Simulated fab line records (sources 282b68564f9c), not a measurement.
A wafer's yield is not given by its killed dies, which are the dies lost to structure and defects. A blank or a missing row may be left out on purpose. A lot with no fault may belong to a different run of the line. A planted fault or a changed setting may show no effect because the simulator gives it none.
Comparing a struck lot with a sound one || flow rit cmos || 19 out of 202 route steps
Sound: these wafers, L628.2, L628.5, L628.6. The struck wafers were L637.4, L637.5, L637.6. Last of all comes the cause.
At each step with rows: each side's tool, then ch and its chambers, then its first start. Under that, the readings that differ: sound wafers || struck wafers || difference of the means || sigmas: that difference in standard deviations of wafers without a fault.
alike: a reading whose means differ by less than 2 such deviations, as well as words and numbers matching on both sides. not compared: withheld readings; readings where some wafer has no value; bounds like >300 that might hide an equal value; numbers whose values overlap and for which the record gives no deviation.
Wherever a step has rows on one side only, a row that says differs or no value, or a row with sigmas, the two part there. When numbers do not overlap yet have no deviation, they are printed without sigmas and do not part them. A reading missing from all wafers of one side parts the sides only when that side holds two or more wafers.

first, 3 steps without rows for these wafers: RIT_GATE_CLEAN_02 (cleans in dHF, time 30 s); RIT_GATE_CLEAN_03 (cleans in SC2, time 600 s); RIT_GATE_CLEAN_04 (cleans in dHF, time 60 s).
RIT_FOX2_THK_MEAS_91:
  sound on film metro-02, day 3 22:46; struck on film metro-02, day 5 19:02
{"reading": "FIELD_OXIDE_LEFT_2_THK (nm)", "sound": "267 266 270", "struck": "249 244 253", "difference": -19, "sigmas": -2}
then, 2 steps without rows for these wafers: RIT_GATE_OXIDATION_05 (target thk 3 nm, ox time 270 s); RIT_GATE_ANNEAL_06 (time 600 s).
RIT_GATE_THK_MEAS_07:
  sound on film metro-03, day 4 02:42; struck on film metro-01, day 5 20:25
  alike: GATE_OXIDE_THK
then, 1 step without rows for these wafers: RIT_GATE_CVD_08 (deposits poly-Si from SiH4, target thk 250 nm, time 2220 s).
RIT_GATE_THK_MEAS_09:
  sound on film metro-02, day 4 04:23; struck on film metro-03, day 5 22:06
  alike: GATE_POLY_THK
then, 3 steps without rows for these wafers: RIT_GATE_HMDS_10 (prime time 60 s); RIT_GATE_COAT_11 (resist thk 850 nm); RIT_GATE_SOFTBAKE_12 (time 60 s).
RIT_GATE_EXPOSE_13: exposes mask M6, target cd 150 nm.
  sound on iline stepper-02 ch 0, day 4 04:54; struck on iline stepper-02 ch 0, day 5 22:46
  alike: mask
then, 2 steps without rows for these wafers: RIT_GATE_PEB_14; RIT_GATE_DEVELOP_15 (develop time 50 s).
RIT_GATE_CD_MEAS_16 targets a cd of 150 nm.
  sound on cd sem-02, day 4 05:18; struck on cd sem-02, day 5 23:10
{"reading": "cd nm (nm)", "sound": "150.9 151.4 150.7", "struck": "- - -", "difference": "no value on the struck wafers", "sigmas": ""}
RIT_GATE_OVL_MEAS_17:
  sound on overlay-01, day 4 05:24; struck on overlay-02, day 5 23:14
  not compared: GATE_OVL
then, 1 step without rows for these wafers: RIT_GATE_HARDBAKE_18 (time 60 s).
RIT_M1_PROBE_99:
  record: rows for the struck wafers here (prober-02, day 6 22:18), none for the sound ones

== WHERE THEY PART ==
At RIT_FOX2_THK_MEAS_91 first; at RIT_M1_PROBE_99 last (within this record only).

WHY: what the simulator had put in
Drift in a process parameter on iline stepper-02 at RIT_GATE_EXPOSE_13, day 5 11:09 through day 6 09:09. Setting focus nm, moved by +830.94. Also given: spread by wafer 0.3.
